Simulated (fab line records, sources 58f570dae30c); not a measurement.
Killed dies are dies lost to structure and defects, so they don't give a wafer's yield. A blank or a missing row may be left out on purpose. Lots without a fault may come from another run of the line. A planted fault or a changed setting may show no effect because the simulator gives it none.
One fault seen from 2 desks | flow berkeley_cmos170 | each desk has only its own numbers; what lay behind them comes last

THE METROLOGY DESK
What the gauges read, lot by lot, whatever tool the lot ran on: means of the sampled wafers that have a number. A lot is out of limits, marked OUT, if its mean lies more than 4 standard deviations from the usual mean; the brackets give that distance.
Columns: A = cd_nm at UCB170_M2_CD_MEAS_90, usual 700.6 nm
lot  | first seen here | A
L536 | day 7 13:28     | 701.2
L537 | day 7 22:26     | 699.0
L540 | day 8 08:45     | 701.4
L538 | day 8 13:19     | 699.3
L539 | day 8 19:28     | 702.4
L545 | day 9 15:42     | 702.4
L548 | day 10 02:23    | 704.8
L550 | day 10 11:44    | 701.9
L551 | day 10 14:25    | 698.1
L553 | day 11 02:18    | 705.9
L555 | day 11 14:58    | 699.4
L559 | day 12 15:36    | 699.6
L558 | day 12 16:09    | 705.6
This desk's finding: nothing out of limits on any of the 13 lots.

THE TOOL OWNER'S DESK: rie_metal-02
The tool's own readings at UCB170_M2_METAL_ETCH_18 (etches Al in Cl2/BCl3, stops on SiO2, target depth 1170 nm, time 195 s): means of the sampled wafers that have a number, for each lot that ran on this tool. A lot is out of limits, marked OUT, if its mean lies more than 4 standard deviations from the usual mean; the brackets give that distance.
Columns: A = drypump_motor_current_A at UCB170_M2_METAL_ETCH_18, usual 5.5 A; B = oes_product_au at UCB170_M2_METAL_ETCH_18, usual 0.858 a.u.; C = throttle_valve_pct at UCB170_M2_METAL_ETCH_18, usual 24.37 %
lot  | first seen here | A   | B     | C
L537 | day 7 22:07     | 5.3 | 0.856 | 24.53
L540 | day 8 08:28     | 5.5 | 0.856 | 24.57
L538 | day 8 13:01     | 5.3 | 0.855 | 24.52
L539 | day 8 19:10     | 5.5 | 0.854 | 24.58
L545 | day 9 15:23     | 5.3 | 0.851 | 24.53
L548 | day 10 02:06    | 5.5 | 0.874 | 24.57
This desk's finding: nothing out of limits on any of the 6 lots.

PUT TOGETHER
The metrology desk saw nothing out of limits.
The tool owner's desk saw nothing out of limits.

WHAT THE SIMULATOR HAD PUT IN
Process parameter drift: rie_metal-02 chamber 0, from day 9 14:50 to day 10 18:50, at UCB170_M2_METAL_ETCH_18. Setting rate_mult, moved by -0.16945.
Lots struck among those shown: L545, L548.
